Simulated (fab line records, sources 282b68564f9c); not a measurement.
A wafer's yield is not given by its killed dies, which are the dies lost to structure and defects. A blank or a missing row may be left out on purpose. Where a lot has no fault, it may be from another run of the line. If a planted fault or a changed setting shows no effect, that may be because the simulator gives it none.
Comparing a struck lot with a sound one	flow rit_cmos	44 out of 202 route steps
Sound: the wafers L613.1, L613.4, L613.6. Struck: wafer L623.4 (L623.5, L623.6, from the same lot, were not struck and are left out); the cause is given at the end.
For every step that has rows: the tool of each side, followed by ch and its chambers, followed by its first start. Under that, the readings that differ: sound wafers	struck wafers	difference of the means	sigmas: that difference in standard deviations of wafers without a fault.
alike: a reading whose means differ by less than 2 such deviations, as well as words and numbers matching on both sides. not compared: withheld readings; readings where some wafer has no value; bounds like >300 that might hide an equal value; numbers whose values overlap and for which the record gives no deviation.
A row with sigmas, a row that says differs or no value, or rows on one side alone: a step with any of these is where the two part. When numbers do not overlap yet have no deviation, they are printed without sigmas and do not part them. Lack of a reading on every wafer of one side parts them only where that side has two or more wafers.

first, 2 steps without rows for these wafers: RIT_PLDD_PEB_04; RIT_PLDD_DEVELOP_05 (develop time 50 s).
RIT_PLDD_OVL_MEAS_06:
  sound: overlay-01 at day 3 18:39; struck: overlay-02 at day 6 06:02
reading	sound	struck	difference	sigmas
PLDD_OVL (nm)	-2.2 -0.7 -1.3	2.3	+3.7	+3
then, 2 steps without rows for these wafers: RIT_PLDD_HARDBAKE_07 (time 60 s); RIT_PLDD_IMPLANT_08.
RIT_PLDD_STRIP_09: strips in O2, time 180 s.
  sound on plasma_asher-03 ch 0,1, day 3 18:59; struck on plasma_asher-04 ch 0, day 6 06:24
  alike: chamber_pressure_mTorr, drypump_motor_current_A, o2_flow_sccm
  not compared: rf_hours_counter_h
RIT_PLDD_TW_MEAS_10:
  sound: film_metro-02 at day 3 19:10; struck: film_metro-04 at day 6 06:33
reading	sound	struck	difference	sigmas
PLDD_TW	2365 2359 2384	2339	-30	-2
then, 4 steps without rows for these wafers: RIT_SPACER_CLEAN_00 (cleans in SC1, time 600 s); RIT_SPACER_CLEAN_01 (cleans in dHF, time 30 s); RIT_SPACER_CLEAN_02 (cleans in SC2, time 600 s); RIT_SPACER_CVD_03 (deposits Si3N4 from SiH2Cl2/NH3, target thk 250 nm, time 3300 s).
RIT_SPACER_THK_MEAS_04:
  sound: film_metro-03 at day 3 21:30; struck: film_metro-02 at day 6 08:56
  alike: SPACER_NITRIDE_THK
RIT_SPACER_ETCHBACK_05: etches Si3N4 in SF6/CHF3, stops on SiO2, target depth 250 nm, time 240 s.
  sound on rie_diel-02 ch 0,1,2, day 3 21:34; struck on rie_diel-03 ch 1, day 6 09:02
reading	sound	struck	difference	sigmas
oes_product_au (a.u.)	0.850 0.845 0.821	0.887	+0.048	+3
run_length_s (s)	267.8 267.5 268.8	251.2	-16.8	-37
throttle_valve_pct (%)	10.11 10.21 10.18	10.50	+0.33	+2
model.poly-Si_of_GATE_CVD_08.thk_nm (nm)	170.2 169.9 168.4	173.8	+4.3	
model.Si3N4_of_SPACER_CVD_03.thk_nm (nm)	192.1 192.3 192.2	195	+3	
  alike: chamber_pressure_mTorr, drypump_motor_current_A
  not compared: rf_hours_counter_h
then, 6 steps without rows for these wafers: RIT_NSD_HMDS_00 (prime time 60 s); RIT_NSD_COAT_01 (resist thk 1000 nm); RIT_NSD_SOFTBAKE_02 (time 60 s); RIT_NSD_EXPOSE_03 (exposes mask M9, target cd 40700 nm); RIT_NSD_PEB_04; RIT_NSD_DEVELOP_05 (develop time 50 s).
RIT_NSD_OVL_MEAS_06:
  sound: overlay-02 at day 3 22:34; struck: overlay-01 at day 6 09:58
  alike: NSD_OVL
then, 2 steps without rows for these wafers: RIT_NSD_HARDBAKE_07 (time 60 s); RIT_NSD_IMPLANT_08.
RIT_NSD_STRIP_09: strips in O2, time 180 s.
  sound on plasma_asher-01 ch 0,1, day 3 22:59; struck on plasma_asher-04 ch 1, day 6 10:21
reading	sound	struck	difference	sigmas
chamber_pressure_mTorr (mTorr)	4006 4000 4002	3994	-9	-2
  alike: drypump_motor_current_A, o2_flow_sccm
  not compared: rf_hours_counter_h
RIT_NSD_TW_MEAS_10:
  sound: film_metro-03 at day 3 23:10; struck: film_metro-02 at day 6 10:30
  alike: NSD_TW
then, 6 steps without rows for these wafers: RIT_PSD_HMDS_00 (prime time 60 s); RIT_PSD_COAT_01 (resist thk 1000 nm); RIT_PSD_SOFTBAKE_02 (time 60 s); RIT_PSD_EXPOSE_03 (exposes mask M10, target cd 40900 nm); RIT_PSD_PEB_04; RIT_PSD_DEVELOP_05 (develop time 50 s).
RIT_PSD_OVL_MEAS_06:
  sound: overlay-01 at day 4 00:04; struck: overlay-02 at day 6 11:23
  alike: PSD_OVL
then, 2 steps without rows for these wafers: RIT_PSD_HARDBAKE_07 (time 60 s); RIT_PSD_IMPLANT_08.
RIT_PSD_STRIP_09: strips in O2, time 180 s.
  sound on plasma_asher-04 ch 0,1, day 4 00:26; struck on plasma_asher-02 ch 0, day 6 11:55
  alike: chamber_pressure_mTorr, drypump_motor_current_A, o2_flow_sccm
  not compared: rf_hours_counter_h
RIT_PSD_TW_MEAS_10:
  sound: film_metro-02 at day 4 00:37; struck: film_metro-02 at day 6 12:04
  alike: PSD_TW
then, 2 steps without rows for these wafers: RIT_SDANNEAL_CLEAN_00 (cleans in SC1, time 600 s); RIT_SDANNEAL_CLEAN_01 (cleans in dHF, time 30 s).
RIT_SDANNEAL_CLEAN_02: cleans in SC2, time 600 s.
  sound on wet_bench-01 ch 3, day 4 00:52; struck on wet_bench-02 ch 0, day 6 12:17
reading	sound	struck	difference	sigmas
model.poly-Si_of_GATE_CVD_08.thk_nm (nm)	165.9 165.5 164	169.4	+4.3	
  alike: bath_heat_duty_pct, temp_c
RIT_SDANNEAL_RTA_03: time 5 s.
  sound on rtp_anneal-01 ch 0, day 4 01:02; struck on rtp_anneal-01 ch 0, day 6 12:29
  alike: wafer_temp_C_max
RIT_SDANNEAL_RS_MEAS_04: the measuring method here is four-point-probe.
  sound: film_metro-02 at day 4 01:06; struck: film_metro-02 at day 6 12:35
  alike: PSD_RS
RIT_SDANNEAL_RS_MEAS_05: the measuring method here is four-point-probe.
  sound: film_metro-02 at day 4 01:13; struck: film_metro-02 at day 6 12:42
  alike: NSD_RS
RIT_SDANNEAL_RS_MEAS_06: the measuring method here is four-point-probe.
  sound: film_metro-02 at day 4 01:20; struck: film_metro-02 at day 6 12:49
  alike: PLDD_RS
RIT_SILICIDE_WET_ETCH_00: etches SiO2 in BOE, target depth 14 nm, time 15.47 s.
  sound on wet_bench-04 ch 3, day 4 01:35; struck on wet_bench-04 ch 1, day 6 13:00
reading	sound	struck	difference	sigmas
bath_heat_duty_pct (%)	1.4 1.1 1.0	2.2	+1.0	+3
model.Si3N4_of_SPACER_CVD_03.thk_nm (nm)	190.9 191.1 191	193.9	+2.9	
  alike: temp_c
next, for these wafers, 1 step has no rows: RIT_M1_PROBE_99.

## WHERE THEY PART
Last at RIT_SILICIDE_WET_ETCH_00 as far as this record goes, first at RIT_PLDD_OVL_MEAS_06.

WHY: what had been put in by the simulator
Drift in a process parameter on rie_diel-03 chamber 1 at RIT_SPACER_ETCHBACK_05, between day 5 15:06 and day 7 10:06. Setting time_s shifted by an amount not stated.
